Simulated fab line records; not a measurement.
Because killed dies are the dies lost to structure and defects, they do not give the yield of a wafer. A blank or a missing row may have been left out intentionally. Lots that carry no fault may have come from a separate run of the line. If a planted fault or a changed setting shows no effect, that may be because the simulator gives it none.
fab line records | flow ritCmos
[record] lots = 7 wafers = 21 lastDay = 7
route steps=202 shown PRETRO@69 GATE@75 FOX2@80 M1@202
lots that met no fault: from a run of the same line without faults
startH: start of the lot's first displayed wafer, in hours after the record's first day | waitH: hours since the lot's step before | " same as the row above | L1.1+2: several wafers, shown together as one row | - no value, or no start given | * or withheld: withheld | < > ~ a bound
route shown NAME@n: names a module that has steps shown in the file, with the first one's number in the route | usual: average and standard deviation across the fault-free wafers | same: alike in all rows | chamber/n: place in a boat | sites: per-site readings | _std_site: how widely they spread, as a standard deviation | _edge_site: inner sites' mean taken away from outer sites' mean | radiusMm: for every site, how far away it sits from the centre of the wafer | mask NAME#n: copy n | behind: the last tool/chamber to shape the wafer | hold: cause of the lot's hold/its duration in hours/its outcome | device: names the non-switching transistor (n, p or np) | end of line: the route-end tests of the same wafers | a step with no rows: only its recipe | killed: dies that structure and defects cost at the first sort, which is not the same as the wafer's yield | map: a wafer's dies, x killed, . not, _ none there
set.NAME: the run value of the setting; set.NAME@STEP: its run value at that earlier step | model.NAME: the simulator's own value behind a step, which no gauge read
lots at selected steps of the route; one table per step, one row per wafer
services: a tool's chamber out of use, with start hour (startH, from the record's first day; less than 0 if before it), hours out, and reason
[[steps]]
[step RIT_PRETRO_DEVELOP_05]
[recipe] resist = NOVOLAK developTimeS = 68 devTempC = 23
[step RIT_PRETRO_OVL_MEAS_06]
[usual] PRETRO_OVL = 0.3/1.2
// columns lot.wafer tool chamber startH waitH PRETRO_OVL[nm]
L864.3 overlay-01 - 44.23 - 0.0
L864.5 " - " " -1.0
L864.6 " - " " 0.0
L865.1 overlay-02 - 47.44 - 1.1
L865.4 " - " " 2.7
L865.6 " - " " 1.1
L868.2 overlay-02 - 62.47 - -0.5
L868.4 " - " " -0.5
L868.5 " - " " 0.1
L869.2 overlay-01 - 67.81 - 1.4
L869.3 " - " " 0.8
L869.4 " - " " 0.8
L879.1 overlay-02 - 118.74 - 1.9
L879.2 " - " " 0.5
L879.4 " - " " -0.5
L882.2 overlay-02 - 132.07 - 1.3
L882.3 " - " " 3.1
L882.5 " - " " 0.3
L885.1 overlay-01 - 146.48 - -0.2
L885.2 " - " " -0.1
L885.3 " - " " 0.5
[step RIT_PRETRO_HARDBAKE_07]
[recipe] resist = NOVOLAK tempC = 140 timeS = 120
[step RIT_PRETRO_IMPLANT_08]
[recipe] species = B energyKev = 45.46 doseCm2 = 1.2e+13 tiltDeg = 7
[step RIT_PRETRO_STRIP_09]
[recipe] chemistry = O2 timeS = 180 resist = NOVOLAK platenTempC = withheld powerW = 500 pressureMtorr = 4000 o2FlowSccm = 4000
[usual] drypumpMotorCurrentA = 5.6/0.4
// columns lot.wafer tool chamber startH waitH drypumpMotorCurrentA rfHoursCounterH
L864.3 plasmaAsher-02 0 44.71 0.1 6.4 -
L864.5 " 0 " " 6.4 -
L864.6 " 1 " " 5.4 -
L865.1 plasmaAsher-03 0 47.88 0.1 5.5 41
L865.4 " 0 " " 5.5 -
L865.6 " 1 " " 5.3 -
L868.2 plasmaAsher-02 1 62.90 0.1 5.4 41
L868.4 " 0 " " 6.4 -
L868.5 " 1 " " 5.4 -
L869.2 plasmaAsher-03 1 68.24 0.1 5.3 43
L869.3 " 1 " " 5.3 -
L869.4 " 0 " " 5.5 -
L879.1 plasmaAsher-03 1 119.29 0.1 5.3 49
L879.2 " 0 " " 5.5 49
L879.4 " 1 " " 5.3 -
L882.2 plasmaAsher-04 0 132.50 0.1 5.3 34
L882.3 " 0 " " 5.3 -
L882.5 " 1 " " 5.7 -
L885.1 plasmaAsher-03 0 146.92 0.1 5.5 52
L885.2 " 1 " " 5.3 52
L885.3 " 0 " " 5.5 -
[step RIT_PRETRO_TW_MEAS_10]
[usual] PRETRO_TW = 479/6.2
// columns lot.wafer tool chamber startH waitH PRETRO_TW
L864.3 filmMetro-02 - 44.85 0.1 476
L864.5 " - " " 479
L864.6 " - " " 478
L865.1 filmMetro-04 - 48.05 0.1 470
L865.4 " - " " 467
L865.6 " - " " 466
L868.2 filmMetro-01 - 63.09 0.1 481
L868.4 " - " " 481
L868.5 " - " " 482
L869.2 filmMetro-02 - 68.43 0.1 482
L869.3 " - " " 481
L869.4 " - " " 484
L879.1 filmMetro-01 - 119.47 0.1 482
L879.2 " - " " 482
L879.4 " - " " 482
L882.2 filmMetro-02 - 132.69 0.1 480
L882.3 " - " " 482
L882.5 " - " " 478
L885.1 filmMetro-02 - 147.09 0.1 483
L885.2 " - " " 483
L885.3 " - " " 481
[step RIT_GATE_WET_ETCH_00]
[recipe] chemistry = BOE target = SiO2 targetDepthNm = 56 timeS = 60 dry = n2Spin dilution = 10:1 tempC = 21.5
[step RIT_GATE_CLEAN_01]
[recipe] chemistry = SC1 mix = 3:3:50 timeS = 600 tempC = 75
[step RIT_GATE_CLEAN_02]
[recipe] chemistry = dHF dilution = 50:1 timeS = 30
[step RIT_GATE_CLEAN_03]
[recipe] chemistry = SC2 mix = 3:3:50 timeS = 600 tempC = 75 dry = n2Spin
[step RIT_GATE_CLEAN_04]
[recipe] chemistry = dHF dilution = 50:1 timeS = 60 dry = n2Spin
[step RIT_FOX2_THK_MEAS_91]
[recipe] reads = SiO2_of_FOX2_OXIDATION_00
[usual] FIELD_OXIDE_LEFT_2_THK = 253/8.2
// columns lot.wafer tool chamber startH waitH FIELD_OXIDE_LEFT_2_THK[nm]
L864.3 filmMetro-02 - 45.36 0.0 255
L864.5 " - " " 250
L864.6 " - " " 247
L865.1 filmMetro-02 - 48.53 0.0 244
L865.4 " - " " 246
L865.6 " - " " 244
L868.2 filmMetro-01 - 63.56 0.0 260
L868.4 " - " " 266
L868.5 " - " " 266
L869.2 filmMetro-03 - 68.90 0.0 261
L869.3 " - " " 261
L869.4 " - " " 259
L879.1 filmMetro-02 - 119.98 0.0 257
L879.2 " - " " 259
L879.4 " - " " 260
L882.2 filmMetro-02 - 133.20 0.0 263
L882.3 " - " " 259
L882.5 " - " " 256
L885.1 filmMetro-03 - 147.57 0.0 242
L885.2 " - " " 245
L885.3 " - " " 246
[step RIT_GATE_OXIDATION_05]
[recipe] tempC = 900 ambient = O2 targetThkA = 30 oxTimeS = 270
// columns lot.wafer tool chamber startH waitH
L864.3+5+6 furnace-04 0 45.70 0.3
L864.3+5+6 furnace-04 0 46.94 0.2
L865.1+4+6 furnace-03 0 48.59 0.1
L865.1+4+6 furnace-03 0 49.83 0.2
L868.2+4+5 furnace-04 0 63.77 0.2
L868.2+4+5 furnace-04 0 66.16 1.3
L869.2+3+4 furnace-01 0 70.09 1.2
L879.1+2+4 furnace-04 0 122.15 2.2
L882.2+3+5 furnace-03 0 134.37 1.2
L885.1+2+3 furnace-04 0 148.27 0.7
[step RIT_GATE_ANNEAL_06]
[recipe] tempC = 900 timeS = 600 ambient = N2O
[step RIT_GATE_THK_MEAS_07]
[recipe] reads = SiO2_of_GATE_OXIDATION_05
[usual] GATE_OXIDE_THK = 2.99/0.054
// columns lot.wafer tool chamber startH waitH GATE_OXIDE_THK[nm]
L864.3 filmMetro-02 - 48.71 0.0 4.96
L864.5 " - " " 5.03
L864.6 " - " " 4.84
L865.1 filmMetro-01 - 52.30 0.0 5.13
L865.4 " - " " 5.01
L865.6 " - " " 5.19
L868.2 filmMetro-03 - 69.22 0.0 4.87
L868.4 " - " " 4.85
L868.5 " - " " 4.89
L869.2 filmMetro-03 - 73.70 0.0 3.04
L869.3 " - " " 3.13
L869.4 " - " " 3.01
L879.1 filmMetro-01 - 124.40 0.0 3.03
L879.2 " - " " 2.91
L879.4 " - " " 3.01
L882.2 filmMetro-02 - 137.63 0.0 2.98
L882.3 " - " " 2.95
L882.5 " - " " 2.95
L885.1 filmMetro-02 - 150.18 0.0 2.92
L885.2 " - " " 2.92
L885.3 " - " " 2.93
[step RIT_GATE_CVD_08]
[recipe] material = poly-Si targetThkNm = 250 tempC = 610 precursor = SiH4 timeS = 2220 pressureMtorr = 300 sih4FlowSccm = 100
[step RIT_M1_PROBE_99]
[usual] killedAtContacts = 0.1/0.34 killedAtFrontEnd = 6.6/2.7 killedDies = 6.7/2.7 killedOpen = 3.5/1.9 killedShort = 3.1/1.8
[same] grossDies = 264 killed_at_M0_to_M3 = 0 killed_at_M4_up = 0 killedAtBackSide = 0 killedAtOther = 0
// columns lot.wafer tool chamber startH waitH killedAtContacts killedAtFrontEnd killedDies killedOpen killedShort
L864.3 prober-01 - 76.34 0.2 1 4 5 3 2
L864.5 prober-01 - 76.44 0.2 0 0 0 0 0
L864.6 prober-01 - 76.49 0.2 0 11 11 6 5
L865.1 prober-02 - 77.28 0.1 0 5 5 1 4
L865.4 prober-02 - 77.43 0.2 0 7 7 4 3
L865.6 prober-02 - 77.53 0.2 0 5 5 2 3
L868.2 prober-01 - 94.80 0.1 0 4 4 2 2
L868.4 prober-01 - 94.90 0.2 0 7 7 4 3
L868.5 prober-01 - 94.95 0.2 0 1 1 1 0
L869.2 prober-02 - 97.34 0.1 0 14 14 10 4
L869.3 prober-02 - 97.39 0.2 0 11 11 8 3
L869.4 prober-02 - 97.44 0.2 0 11 11 4 7
L879.1 prober-02 - 147.87 0.1 0 8 8 2 6
L879.2 prober-02 - 147.92 0.1 0 7 7 5 2
L879.4 prober-02 - 148.02 0.2 0 12 12 6 6
L882.2 prober-01 - 162.04 0.1 0 9 9 4 5
L882.3 prober-01 - 162.09 0.2 0 7 7 4 3
L882.5 prober-01 - 162.19 0.2 0 4 4 3 1
L885.1 prober-02 - 175.07 0.1 0 6 6 3 3
L885.2 prober-02 - 175.12 0.1 0 5 5 4 1
L885.3 prober-02 - 175.17 0.2 1 9 10 5 5
// killed by level:class
L864.3 REOX:geometricParticle:open=2 GATE:geometricParticle:open=1 SILICIDE:geometricParticle:short=1 CONTACT:geometricParticle:short=1
L864.5
L864.6 SPACER:geometricParticle:open=3 SILICIDE:geometricParticle:short=2 FOX1:geometricParticle:short=1 GATE:geometricParticle:short=1 GATE:geometricParticle:open=1 REOX:geometricParticle:short=1 REOX:geometricParticle:open=1 SILICIDE:geometricParticle:open=1
L865.1 SILICIDE:geometricParticle:short=2 GATE:geometricParticle:short=1 REOX:geometricParticle:short=1 SILICIDE:geometricParticle:open=1
L865.4 REOX:geometricParticle:open=3 FOX1:geometricParticle:short=2 GATE:geometricParticle:open=1 GATE:geometricParticle:short=1
L865.6 FOX1:geometricParticle:open=1 FOX1:geometricParticle:short=1 FOX2:geometricParticle:short=1 GATE:geometricParticle:open=1 SILICIDE:geometricParticle:short=1
L868.2 GATE:geometricParticle:short=2 FOX2:geometricParticle:open=1 REOX:geometricParticle:open=1
L868.4 GATE:geometricParticle:short=3 GATE:geometricParticle:open=3 SILICIDE:geometricParticle:open=1
L868.5 SILICIDE:geometricParticle:open=1
L869.2 REOX:geometricParticle:open=4 GATE:geometricParticle:open=3 GATE:geometricParticle:short=2 SPACER:geometricParticle:open=2 FOX2:geometricParticle:open=1 FOX2:geometricParticle:short=1 SPACER:geometricParticle:short=1
L869.3 FOX1:geometricParticle:open=3 GATE:geometricParticle:open=3 FOX1:geometricParticle:short=1 FOX2:geometricParticle:open=1 REOX:geometricParticle:short=1 SPACER:geometricParticle:open=1 SILICIDE:geometricParticle:short=1
L869.4 FOX1:geometricParticle:open=2 GATE:geometricParticle:open=2 GATE:geometricParticle:short=2 REOX:geometricParticle:short=2 FOX1:geometricParticle:short=1 FOX2:geometricParticle:short=1 SILICIDE:geometricParticle:short=1
L879.1 GATE:geometricParticle:short=4 GATE:geometricParticle:open=2 REOX:geometricParticle:short=1 SILICIDE:geometricParticle:short=1
L879.2 GATE:geometricParticle:open=3 SPACER:geometricParticle:short=2 FOX2:geometricParticle:open=1 SILICIDE:geometricParticle:open=1
L879.4 FOX1:geometricParticle:short=3 FOX2:geometricParticle:open=3 GATE:geometricParticle:short=2 REOX:geometricParticle:open=2 FOX1:geometricParticle:open=1 FOX2:geometricParticle:short=1
L882.2 GATE:geometricParticle:short=2 GATE:geometricParticle:open=2 SPACER:geometricParticle:short=2 FOX1:geometricParticle:open=1 REOX:geometricParticle:open=1 SILICIDE:geometricParticle:short=1
L882.3 SILICIDE:geometricParticle:short=2 FOX1:geometricParticle:open=1 GATE:geometricParticle:open=1 GATE:geometricParticle:short=1 REOX:geometricParticle:open=1 SILICIDE:geometricParticle:open=1
L882.5 GATE:geometricParticle:open=3 REOX:geometricParticle:short=1
L885.1 GATE:geometricParticle:open=3 REOX:geometricParticle:short=2 GATE:geometricParticle:short=1
L885.2 SILICIDE:geometricParticle:open=2 GATE:geometricParticle:open=1 SPACER:geometricParticle:open=1 SPACER:geometricParticle:short=1
L885.3 SILICIDE:geometricParticle:short=3 FOX1:geometricParticle:short=1 GATE:geometricParticle:short=1 GATE:geometricParticle:open=1 REOX:geometricParticle:open=1 SPACER:geometricParticle:open=1 SILICIDE:geometricParticle:open=1 CONTACT:geometricParticle:open=1
[[services]]
// columns tool chamber startH hours kind
furnace-04 - 32.49 3.5 pm
furnace-03 - 62.20 4.2 pm
[[key]]
[firstSign] step = RIT_GATE_OXIDATION_05 reading = visit direction = added
[effect] step = RIT_GATE_THK_MEAS_07 reading = GATE_OXIDE_THK direction = up sigmas = 37 usual = 2.99 struck = 4.98
metAt RIT_GATE_OXIDATION_05
struckWafers L864.3,L864.5,L864.6,L865.1,L865.4,L865.6,L868.2,L868.4,L868.5
testerLeftOut L864,L865,L868
[fault] kind = repeatedStepWhole tool = furnace-01,furnace-03,furnace-04 chamber = - onsetH = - steps = RIT_GATE_OXIDATION_05 times = 1 scope = struckLotsOnly
// testerLeftOut: of these lots the tester's yield and bins aren't shown, on N5 and GAA mostly nor the transistor test; their killed dies are dies lost to structure and defects alone, not to doping, threshold or leakage, so they don't give the yield
